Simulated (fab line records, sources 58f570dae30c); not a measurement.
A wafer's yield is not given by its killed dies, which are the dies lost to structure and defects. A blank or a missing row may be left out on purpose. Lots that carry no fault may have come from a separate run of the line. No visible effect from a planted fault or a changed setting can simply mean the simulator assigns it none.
Problem report in the 8D (eight disciplines) form, filled by code ; flow berkeley-cmos170 ; the parts of the form that need people (team, actions taken, sign-off) are left out

== 1. THE PROBLEM ==
At UCB170_PLDD_CD_MEAS_06, cd-nm averages 1190.1 nm over 6 wafers from 2 lots, while fault-free wafers read 1199.8 nm, standard deviation 1.2. Relative to the usual mean, that is a shift of -8.1 standard deviations.
The step: target cd 1200 nm.
Earliest sighting: wafer L798.1 on cd-sem-02 at day 10 01:06. The record has a number at this step for 42 wafers belonging to 14 lots. Rule for "out", or "out of limits": more than 4 standard deviations from the usual mean. Any other wafer with a number is counted as sound.

== 2. WHAT IT IS; WHAT IT IS NOT ==
question;is;is not
which readings at this step;cd-nm;-
which lots;L798, L800;L786, L787, L788, L790, L791, L792, L793, L794, L796, L802, L807, L809
which wafers of those lots;all that have a number;-
read on which gauges;cd-sem-01, cd-sem-02;-
when;from day 10 01:06;"up to then (27 sound wafers); but 9 sound wafers of L802, L807, L809 came after"

== 3. WHAT RULES OUT EACH SUSPECT ==
Counting: a tool at any process step up to the reading remains a suspect when it ran all the lots that are out and ran no sound lot after the first of those.
- the gauge at UCB170_PLDD_CD_MEAS_06 has been ruled out. 2 gauges (cd-sem-01, cd-sem-02) read the wafers that are out.
- krf-scanner-02 at UCB170_PLDD_EXPOSE_03 (exposes mask PSELECT, target cd 1200 nm): kept. Every lot that is out went through it, starting with L798 (day 10 00:40), and after that it ran no sound lot; the last sound lot it ran before then is L793 (day 8 18:53). Out on those wafers are its own readings of exposure-dose-mJ-cm2.
Left after counting: krf-scanner-02 at UCB170_PLDD_EXPOSE_03.

== 4. THE CAUSE (what the simulator had put in) ==
Process parameters drifting: krf-scanner-02 at UCB170_PLDD_EXPOSE_03, beginning at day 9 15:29. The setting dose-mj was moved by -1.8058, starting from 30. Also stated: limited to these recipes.
The count eliminated every tool but this one.

== 5. SEQUENCE OF EFFECTS, ordered by route ==
One row per reading whose mean, taken over the struck wafers that have a number, lies over 3 standard deviations from the usual. Readings are gone through only where the record gives a usual standard deviation; hours: the median, over the lots, of the time from a lot's start at the first step in this table giving one to that lot's start at this step; sigmas: the change measured in usual standard deviations.
hours;step;reading;usual;on struck wafers;change;sigmas
0;UCB170_PLDD_EXPOSE_03;exposure-dose-mJ-cm2;29.97;28.37;-1.60;-52
0;UCB170_PLDD_CD_MEAS_06;cd-nm;1199.8 nm;1190.1;-9.7;-8.1
Process steps it contains:
- UCB170_PLDD_EXPOSE_03: exposes mask PSELECT, target cd 1200 nm.

== 6. HOW IT WOULD HAVE BEEN CAUGHT EARLIER ==
10 hours passed between the start of the fault at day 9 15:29 and the first reading out of limits at a measuring or inspecting step in this record, taken at day 10 01:06.
The tool's own readings at UCB170_PLDD_EXPOSE_03 were out on every struck wafer that the step has a row for (exposure-dose-mJ-cm2): an alarm limit on them would have fired on the first of those.
Among the 2 lots that are out, L800 began UCB170_PLDD_EXPOSE_03 on krf-scanner-02 after day 10 01:06. A tool hold placed at that time would have kept it from harm.
